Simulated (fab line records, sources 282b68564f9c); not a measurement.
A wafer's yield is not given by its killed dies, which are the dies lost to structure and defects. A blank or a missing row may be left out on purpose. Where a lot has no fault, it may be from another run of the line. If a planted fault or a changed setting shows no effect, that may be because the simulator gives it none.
The tool behind it: which one?    flow ritCmos    15 lots, 45 wafers sampled, at 2 steps of a route of 202

WHAT EACH GAUGE READ, for each wafer
RIT_PSD_OVL_MEAS_06.
lot   measured     on          PSD_OVL (nm)
L695  day 3 02:23  overlay-02  -0.2 2.6 1.6
L696  day 3 08:21  overlay-02  -1.4 -1.4 -0.9
L697  day 3 12:17  overlay-02  -0.8 -1.4 0.3
L698  day 3 18:04  overlay-02  -0.1 -0.6 -1.3
L699  day 4 03:44  overlay-02  0.7 -0.3 0.3
L700  day 4 05:31  overlay-01  -0.1 -0.5 -1.3
L701  day 4 07:22  overlay-01  1.8 2.1 2.1
L702  day 4 14:05  overlay-02  -0.9 -0.1 0.0
L703  day 4 21:23  overlay-02  -150.4 -150.1 -150.6
L704  day 5 02:43  overlay-02  -2.9 0.0 -1.3
L705  day 5 10:43  overlay-01  -151.1 -149.9 -149.7
L711  day 6 18:07  overlay-02  -150.5 -150.3 -152.1
L716  day 7 20:05  overlay-01  -1.7 0.1 -1.5
L717  day 8 01:46  overlay-01  -1.2 0.4 -2.0
L718  day 8 04:03  overlay-02  1.1 -0.8 1.0

WHAT TOOL EACH LOT RAN ON (gives the tool, then ch and the chambers of the sampled wafers, and finally the start)
lot   RIT_PSD_EXPOSE_03
L695  ilineStepper-02 ch 0, day 3 01:59
L696  ilineStepper-02 ch 0, day 3 07:58
L697  ilineStepper-01 ch 0, day 3 11:53
L698  ilineStepper-01 ch 0, day 3 17:40
L699  ilineStepper-02 ch 0, day 4 03:20
L700  ilineStepper-02 ch 0, day 4 05:08
L701  ilineStepper-01 ch 0, day 4 06:58
L702  ilineStepper-01 ch 0, day 4 13:41
L703  ilineStepper-01 ch 0, day 4 21:01
L704  ilineStepper-02 ch 0, day 5 02:19
L705  ilineStepper-01 ch 0, day 5 10:19
L711  ilineStepper-01 ch 0, day 6 17:43
L716  ilineStepper-02 ch 0, day 7 19:43
L717  ilineStepper-02 ch 0, day 8 01:06
L718  ilineStepper-02 ch 0, day 8 03:41
- RIT_PSD_EXPOSE_03: exposes mask M10, target cd 40900 nm.

WHAT THE TOOLS THEMSELVES READ (means of the sampled wafers that have a number; where no wafer has one, the mark that the record gives instead)
The record holds no such reading with a usual standard deviation.

THE ANSWER, worked out from the rows above alone
Rule: usual is defined by the lots themselves. The widest of any qualifying gaps counts: lots, ordered by their means at a reading, are off when they make up no more than a third of the lots, leave a main group of 4 or more, and stand apart from it by 3 or more times the standard deviation of that group's means. Not used: any main group whose means are identical at the precision the tables above print for the reading. A lot without any number at a reading at which 4 lots or more have one is off too. Where the step has rows for the other lots, those lots are counted as sound. First the gauges in route order, then the tools' own readings, where a lot's mean is used as printed above. At the first step where some lot is off, the reading lying furthest off is the one used; lots without a number count as furthest.
Off: at RIT_PSD_OVL_MEAS_06 (PSD_OVL), L703, L705, L711. Mean -0.2 nm and standard deviation 1 in the main group.
A tool fits if, at a process step before that reading, it ran every lot that is off, and no sound lot after the first of them. Those tools and the gauges at RIT_PSD_OVL_MEAS_06 are tried in the same way. One fits: RIT_PSD_EXPOSE_03 on ilineStepper-01. Its last sound lot is L702 (day 4 13:41), its first lot that is off L703 (day 4 21:01): a fault that began between those two fits.

WHAT THE SIMULATOR PUT IN
Scanner matching overlay: ilineStepper-01, from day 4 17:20 on, at RIT_PSD_EXPOSE_03. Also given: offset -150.
Struck lots among those shown: L703, L705, L711. Same finding as the rule above.
